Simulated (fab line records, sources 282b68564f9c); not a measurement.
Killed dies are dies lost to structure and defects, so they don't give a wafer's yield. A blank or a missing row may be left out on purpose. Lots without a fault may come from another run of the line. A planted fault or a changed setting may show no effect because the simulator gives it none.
A struck lot beside a sound one | flow rit_cmos | 22 steps out of a route of 202
Sound: wafers L760.1, L760.2, L760.4. Struck: wafers L763.1, L763.4, L763.6. The cause comes at the end.
At each step with rows: each side's tool, then ch and its chambers, then its first start. Under that, the readings that differ: sound wafers | struck wafers | difference of the means | sigmas: that difference in standard deviations of wafers without a fault.
alike: readings whose means differ by less than 2 such deviations, and words and numbers that are the same on both sides. not compared: withheld readings, readings that some wafer has no value for, bounds like >300 that may hide the same value, and numbers for which the record gives no deviation and whose values overlap.
The two part at a step that has a row with sigmas, a row that says differs or no value, or rows on one side only. Numbers that don't overlap but have no deviation are shown without sigmas and don't part them. A reading that every wafer of one side lacks parts them only if that side has two wafers or more.

first, 2 steps without rows for these wafers: RIT_NSD_HARDBAKE_07 (time 60 s); RIT_NSD_IMPLANT_08.
RIT_NSD_STRIP_09: strips in O2, time 180 s.
  sound on plasma_asher-04 ch 0,1, day 3 16:23; struck on plasma_asher-04 ch 1, day 4 09:07
  alike: drypump_motor_current_A
  not compared: rf_hours_counter_h
RIT_NSD_TW_MEAS_10:
  sound on film_metro-01, day 3 16:34; struck on film_metro-01, day 4 09:17
  alike: NSD_TW
then, 6 steps without rows for these wafers: RIT_PSD_HMDS_00 (prime time 60 s); RIT_PSD_COAT_01 (resist thk 1000 nm); RIT_PSD_SOFTBAKE_02 (time 60 s); RIT_PSD_EXPOSE_03 (exposes mask M10, target cd 40900 nm); RIT_PSD_PEB_04; RIT_PSD_DEVELOP_05 (develop time 50 s).
RIT_PSD_OVL_MEAS_06:
  sound on overlay-02, day 3 17:36; struck on overlay-02, day 4 10:12
  alike: PSD_OVL
then, 1 step without rows for these wafers: RIT_PSD_HARDBAKE_07 (time 60 s).
RIT_PSD_IMPLANT_08:
  sound on implanter-03 ch 0, day 3 17:47; struck on implanter-03 ch 0, day 4 10:23
  reading       | sound                         | struck                        | difference | sigmas
  dose_ions_cm2 | 4.996e+15 5.001e+15 4.993e+15 | 4.467e+15 4.466e+15 4.466e+15 | -5.303e+14 | -98
  alike: end_station_pressure_torr, tilt_deg
RIT_PSD_STRIP_09: strips in O2, time 180 s.
  sound on plasma_asher-01 ch 0,1, day 3 17:56; struck on plasma_asher-03 ch 0,1, day 4 10:32
  alike: drypump_motor_current_A
  not compared: rf_hours_counter_h
RIT_PSD_TW_MEAS_10:
  sound on film_metro-01, day 3 18:07; struck on film_metro-01, day 4 10:43
  alike: PSD_TW
then, 3 steps without rows for these wafers: RIT_SDANNEAL_CLEAN_00 (cleans in SC1, time 600 s); RIT_SDANNEAL_CLEAN_01 (cleans in dHF, time 30 s); RIT_SDANNEAL_CLEAN_02 (cleans in SC2, time 600 s).
RIT_SDANNEAL_RTA_03: time 5 s.
  sound on rtp_anneal-02 ch 0, day 3 18:32; struck on rtp_anneal-02 ch 0, day 4 11:08
  alike: ramp_up_c_per_s, wafer_temp_C_max
RIT_SDANNEAL_RS_MEAS_04: measures by four-point-probe.
  sound on film_metro-01, day 3 18:35; struck on film_metro-01, day 4 11:12
  reading         | sound             | struck            | difference | sigmas
  PSD_RS (ohm/sq) | 116.0 116.3 116.2 | 117.6 117.3 117.6 | +1.3       | +4
RIT_SDANNEAL_RS_MEAS_05: measures by four-point-probe.
  sound on film_metro-01, day 3 18:43; struck on film_metro-01, day 4 11:19
  alike: NSD_RS
RIT_M1_PROBE_99:
  sound on prober-01, day 4 02:08; struck on prober-01, day 4 18:45
  reading                              | sound            | struck           | difference | sigmas
  model.etest.contact_pplus.end_ohm_um | 43.39 44.2 43.09 | 46.33 48.44 47.6 | +3.90      |
  alike: killed_at_front_end, killed_dies, killed_open, killed_short

WHERE THEY PART
First at RIT_PSD_IMPLANT_08; last, within this record, at RIT_SDANNEAL_RS_MEAS_04. Later steps at which nothing parts them and some readings are alike: RIT_SDANNEAL_RS_MEAS_05, RIT_M1_PROBE_99.

WHY: what the simulator had put in
Process parameter drift: implanter-03, from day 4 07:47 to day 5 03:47, at RIT_PSD_IMPLANT_08. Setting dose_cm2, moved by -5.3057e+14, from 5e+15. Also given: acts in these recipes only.
